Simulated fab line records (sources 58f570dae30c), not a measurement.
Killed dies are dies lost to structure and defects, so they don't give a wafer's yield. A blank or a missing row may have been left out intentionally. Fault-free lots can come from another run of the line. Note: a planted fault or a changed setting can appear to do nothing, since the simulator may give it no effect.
Comparing a struck lot with a sound one | flow berkeley cmos170 | 17 out of 331 route steps
Sound: wafers L362.1, L362.2, L362.6. Struck: wafer L367.5. The cause is named last.
Each step with rows lists, per side, the tool, then ch with its chambers, then its first start. Under that, the readings that differ: sound wafers | struck wafers | difference of the means | sigmas: that difference in standard deviations of wafers without a fault.
alike: a reading whose means differ by less than 2 such deviations, as well as words and numbers matching on both sides. not compared: withheld readings; readings where some wafer has no value; bounds like >300 that might hide an equal value; numbers whose values overlap and for which the record gives no deviation.
A row with sigmas, a row that says differs or no value, or rows on one side alone: a step with any of these is where the two part. Non-overlapping numbers with no deviation appear without sigmas and do not part them. A reading missing from all wafers of one side parts the sides only when that side holds two or more wafers.

first, 3 steps without rows for these wafers: UCB170_BACKSIDE_HMDS_00 (prime time 60 s); UCB170_BACKSIDE_COAT_01 (resist thk 900 nm); UCB170_BACKSIDE_SOFTBAKE_02 (time 60 s).
UCB170_BACKSIDE_STRIP_03: strips in O2.
  sound on plasma asher-03 ch 0,1, day 8 02:47; struck on plasma asher-02 ch 1, day 8 17:01
  alike: chamber pressure mTorr, drypump motor current A, oes product au, strip time to endpoint s
  not compared: rf hours counter h
then, 1 step without rows for these wafers: UCB170_BACKSIDE_CLEAN_04 (cleans in SPM, time 600 s).
UCB170_SDANNEAL_RTA_00: time 10 s.
  sound on rtp anneal-02 ch 0, day 8 03:04; struck on rtp anneal-01 ch 0, day 8 18:22
  reading            | sound          | struck | difference | sigmas
  lamp power pct (%) | 25.1 25.1 25.1 | 23.3   | -1.8       | -2
  alike: anneal temp c max, wafer_temp_C_max
UCB170_SDANNEAL_RTA_01: time 5 s.
  sound on rtp anneal-02 ch 0, day 8 03:08; struck on rtp anneal-01 ch 0, day 8 18:26
  alike: anneal temp c max, lamp power pct, wafer_temp_C_max
UCB170_SDANNEAL_RS_MEAS_02: the measuring method here is four-point-probe.
  struck on film metro-02, day 8 18:32; sound on film metro-02, day 8 03:11
  reading         | sound             | struck | difference | sigmas
  PSD_RS (ohm/sq) | 76.25 76.30 75.79 | 75.42  | -0.69      | -3
UCB170_SDANNEAL_RS_MEAS_03: the measuring method here is four-point-probe.
  struck on film metro-02, day 8 18:39; sound on film metro-02, day 8 03:19
  alike: NSD_RS
UCB170_SDANNEAL_RS_MEAS_04: the measuring method here is four-point-probe.
  struck on film metro-02, day 8 18:46; sound on film metro-02, day 8 03:26
  alike: PLDD_RS
UCB170_SDANNEAL_RS_MEAS_05: the measuring method here is four-point-probe.
  struck on film metro-02, day 8 18:53; sound on film metro-02, day 8 03:33
  alike: NLDD_RS
then, 1 step without rows for these wafers: UCB170_SILICIDE_PRE_CLEAN_00 (preclean etch time 60 s).
UCB170_SILICIDE_SPUTTER_01: material Ti, target thk 30 nm, time 25 s.
  struck on pvd sputter-03, day 8 19:01; sound on pvd sputter-02, day 8 03:44
  reading                                     | sound             | struck | difference | sigmas
  model.Ti_of_SILICIDE_SPUTTER_01.thk nm (nm) | 28.92 28.92 28.76 | 53.2   | +24.3      |
  alike: chamber pressure pa, throttle valve pct
UCB170_SILICIDE_RS_MEAS_02: the measuring method here is four-point-probe.
  struck on film metro-03, day 8 19:23; sound on film metro-01, day 8 03:46
  reading                 | sound          | struck | difference | sigmas
  SILICIDE_TI_RS (ohm/sq) | 27.3 27.2 27.4 | 13.6   | -13.7      | -33
  not compared: hold
UCB170_SILICIDE_THK_MEAS_03: measures by xrf.
  struck on film metro-03, day 8 20:24; sound on film metro-01, day 8 03:53
  reading              | sound          | struck | difference | sigmas
  SILICIDE_TI_THK (nm) | 28.9 28.8 28.6 | 53.6   | +24.8      | +61
  not compared: hold
UCB170_SILICIDE_RTA_04: time 15 s.
  sound on rtp anneal-01 ch 0, day 8 03:57; struck on rtp anneal-02 ch 0, day 8 21:38
  reading          | sound             | struck                   | difference                   | sigmas
  hold             | - - -             | await dispo/1.2h/release | no value on the sound wafers |
  wafer_temp_C_max | 653.2 653.3 653.6 | 652.1                    | -1.3                         | -2
  alike: anneal temp c max, lamp power pct
UCB170_M3_PROBE_99:
  the record holds rows for the sound wafers here (prober-02, day 9 04:10) but none for the struck ones

== WHERE THEY PART ==
Earliest at UCB170_SDANNEAL_RTA_00; latest, in this record, at UCB170_M3_PROBE_99.

WHY: what the simulator had put in
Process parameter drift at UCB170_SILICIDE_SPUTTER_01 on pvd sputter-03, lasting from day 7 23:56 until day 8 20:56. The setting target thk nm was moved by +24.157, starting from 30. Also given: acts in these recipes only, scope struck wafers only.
